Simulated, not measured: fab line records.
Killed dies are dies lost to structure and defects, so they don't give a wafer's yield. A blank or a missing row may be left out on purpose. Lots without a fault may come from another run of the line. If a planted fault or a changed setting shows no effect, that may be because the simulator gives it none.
Which tool did it? ; flow berkeley cmos170 ; 45 wafers from 15 lots sampled at 2 of the route's 331 steps

== WHAT EACH GAUGE READ, for each wafer ==
UCB170_PVT_TW_MEAS_09. Usual: PVT_TW gives 513 (standard deviation 4.9).
lot;measured;on;PVT_TW;flag
L801;day 7 02:14;film metro-03;517 515 513;
L802;day 7 02:31;film metro-02;508 508 508;
L805;day 7 07:30;film metro-03;512 515 518;
L803;day 7 07:37;film metro-02;507 507 509;
L804;day 7 08:27;film metro-02;509 508 511;
L808;day 8 18:23;film metro-04;517 518 516;
L809;day 8 18:24;film metro-03;518 519 516;
L812;day 9 06:37;film metro-03;1073 1071 1066 1064 1071 1066;OFF
L813;day 9 06:53;film metro-04;1068 1069 1066 1064 1072 1068;OFF
L814;day 9 19:49;film metro-02;505 508 505;
L816;day 10 04:53;film metro-04;1064 1061 1066 1067 1063 1057;OFF
L818;day 10 23:59;film metro-03;514 513 514;
L819;day 11 08:17;film metro-03;513 513 512;
L821;day 11 16:14;film metro-02;507 505 505;
L822;day 12 02:50;film metro-03;518 517 520;

== EACH LOT AND THE TOOL THAT RAN IT (in order: tool; ch and the chambers of the sampled wafers; start) ==
lot;UCB170_PVT_IMPLANT_07
L801;implanter-03 ch 0, day 7 01:59
L802;implanter-01 ch 0, day 7 02:16
L805;implanter-01 ch 0, day 7 07:16
L803;implanter-04 ch 0, day 7 07:22
L804;implanter-01 ch 0, day 7 08:14
L808;implanter-01 ch 0, day 8 18:09
L809;implanter-04 ch 0, day 8 18:11
L812;implanter-01 ch 0, day 9 06:22
L813;implanter-01 ch 0, day 9 06:41
L814;implanter-04 ch 0, day 9 19:34
L816;implanter-01 ch 0, day 10 04:39
L818;implanter-04 ch 0, day 10 23:46
L819;implanter-03 ch 0, day 11 08:02
L821;implanter-04 ch 0, day 11 15:59
L822;implanter-03 ch 0, day 12 02:35
- UCB170_PVT_IMPLANT_07

== WHAT THE TOOLS THEMSELVES READ (means of the sampled wafers that have a number; where no wafer has one, the mark that the record gives instead) ==
UCB170_PVT_IMPLANT_07. Usual: dose ions cm2 2.0003e+12, standard deviation 2.3e+09; faraday current uA 6.36, standard deviation 0.13; tilt deg 7.000 degrees, standard deviation 0.021.
lot;tool;dose ions cm2;faraday current uA;tilt deg (degrees);flag
L801;implanter-03;2.0021e+12;6.38;7.006;
L802;implanter-01;2.0024e+12;6.25;7.013;
L805;implanter-01;1.9980e+12;6.31;7.035;
L803;implanter-04;2.0009e+12;6.40;7.017;
L804;implanter-01;2.0032e+12;6.40;7.001;
L808;implanter-01;1.9979e+12;6.35;6.995;
L809;implanter-04;1.9990e+12;6.38;6.991;
L812;implanter-01;2.0002e+13;64.11;6.992;OFF
L813;implanter-01;1.9999e+13;64.72;6.974;OFF
L814;implanter-04;1.9990e+12;6.30;7.017;
L816;implanter-01;2.0000e+13;63.80;6.959;OFF
L818;implanter-04;2.0042e+12;6.29;7.016;
L819;implanter-03;2.0020e+12;6.32;7.008;
L821;implanter-04;2.0013e+12;6.38;7.008;
L822;implanter-03;2.0009e+12;6.30;6.994;

== THE ANSWER, worked out from the rows above alone ==
Rule: take the mean of a lot's wafers that have a number; if it is more than 3 standard deviations from the usual mean, the lot is off. A lot without any number at a reading at which 4 lots or more have one is off too. Where the step has rows for the other lots, those lots are counted as sound. First the gauges in route order, then the tools' own readings, where a lot's mean is used as printed above. At the first step where some lot is off, the reading lying furthest off is the one used; lots without a number count as furthest.
Off: L812, L813, L816, seen at UCB170_PVT_TW_MEAS_09 (PVT_TW).
If a tool, at a process step before that reading, ran all the lots that are off and no sound lot after the first of them, it fits. Not tried: the gauges at UCB170_PVT_TW_MEAS_09; whatever is off there is also off at UCB170_PVT_IMPLANT_07, on other tools, and gauge error can't account for it. One fits: implanter-01 at UCB170_PVT_IMPLANT_07. Its last sound lot is L808 (day 8 18:09), its first lot that is off L812 (day 9 06:22): a fault that began between those two fits.
The tool's own readings at UCB170_PVT_IMPLANT_07 bear it out: on the lots that are off they differ by more than 5 times the standard deviation of the sound lots' means. dose ions cm2 reads 2.0000e+13 there against 2.0009e+12 on the sound lots; faraday current uA reads 64.21 there against 6.34 on the sound lots.

== WHAT THE SIMULATOR PUT IN ==
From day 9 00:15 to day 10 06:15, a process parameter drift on implanter-01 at UCB170_PVT_IMPLANT_07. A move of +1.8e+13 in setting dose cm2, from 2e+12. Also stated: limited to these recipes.
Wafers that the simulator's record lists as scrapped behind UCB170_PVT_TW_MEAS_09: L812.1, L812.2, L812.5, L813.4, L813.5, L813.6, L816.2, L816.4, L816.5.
Lots struck among those shown: L812, L813, L816. The same result came from the rule above.
